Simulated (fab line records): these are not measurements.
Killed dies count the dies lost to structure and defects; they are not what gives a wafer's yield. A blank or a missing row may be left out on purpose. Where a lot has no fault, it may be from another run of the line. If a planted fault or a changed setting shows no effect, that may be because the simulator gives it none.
Which tool is to blame?	flow ritCmos	Sampling: 7 lots, 21 wafers, 2 of 202 route steps

== WHAT THE GAUGES SHOWED, per wafer ==
RIT_GATE_THK_MEAS_07.
lot	measured	on	GATE_OXIDE_THK (nm)
L673	day 2 19:55	filmMetro-04	2.97 3.03 3.05
L675	day 3 06:37	filmMetro-01	3.01 3.08 3.08
L677	day 3 17:27	filmMetro-01	2.93 2.94 2.86
L679	day 4 01:55	filmMetro-03	3.05 2.99 3.02
L687	day 5 17:50	filmMetro-04	4.68 4.67 4.67
L692	day 6 16:07	filmMetro-04	4.70 4.61 4.60
L695	day 7 07:20	filmMetro-03	3.05 3.07 3.11

== TOOL THAT RAN EACH LOT (tool first, then ch and the chambers of the sampled wafers, then the start) ==
lot	RIT_NRETRO_STRIP_09
L673	plasmaAsher-02 ch 0,1, day 2 16:10
L675	plasmaAsher-03 ch 0,1, day 3 02:44
L677	plasmaAsher-03 ch 0,1, day 3 13:19
L679	plasmaAsher-01 ch 0,1, day 3 18:53
L687	plasmaAsher-02 ch 0,1, day 5 11:40
L692	plasmaAsher-02 ch 1, day 6 11:10
L695	plasmaAsher-01 ch 0,1, day 7 03:20
- RIT_NRETRO_STRIP_09: strips in O2, time 180 s.

== THE ANSWER, worked out from the rows above alone ==
Rule: the lots themselves supply what counts as usual. The widest of any qualifying gaps counts: lots, ordered by their means at a reading, are off when they make up no more than a third of the lots, leave a main group of 4 or more, and stand apart from it by 3 or more times the standard deviation of that group's means. Not used: any main group whose means are identical at the precision the tables above print for the reading. Also off: a lot with no number at a reading for which 4 or more lots have one. The other lots that the step has rows for count as sound.
Off: at RIT_GATE_THK_MEAS_07 (GATE_OXIDE_THK), L687, L692. Mean 3.02 nm and standard deviation 0.058 in the main group.
If a tool, at a process step before that reading, ran all the lots that are off and no sound lot after the first of them, it fits. The gauges at RIT_GATE_THK_MEAS_07 are tried like those tools. Can't be told from this: 2 tools fit, plasmaAsher-02 at RIT_NRETRO_STRIP_09, filmMetro-04 at RIT_GATE_THK_MEAS_07.

== WHAT THE SIMULATOR HAD PUT IN ==
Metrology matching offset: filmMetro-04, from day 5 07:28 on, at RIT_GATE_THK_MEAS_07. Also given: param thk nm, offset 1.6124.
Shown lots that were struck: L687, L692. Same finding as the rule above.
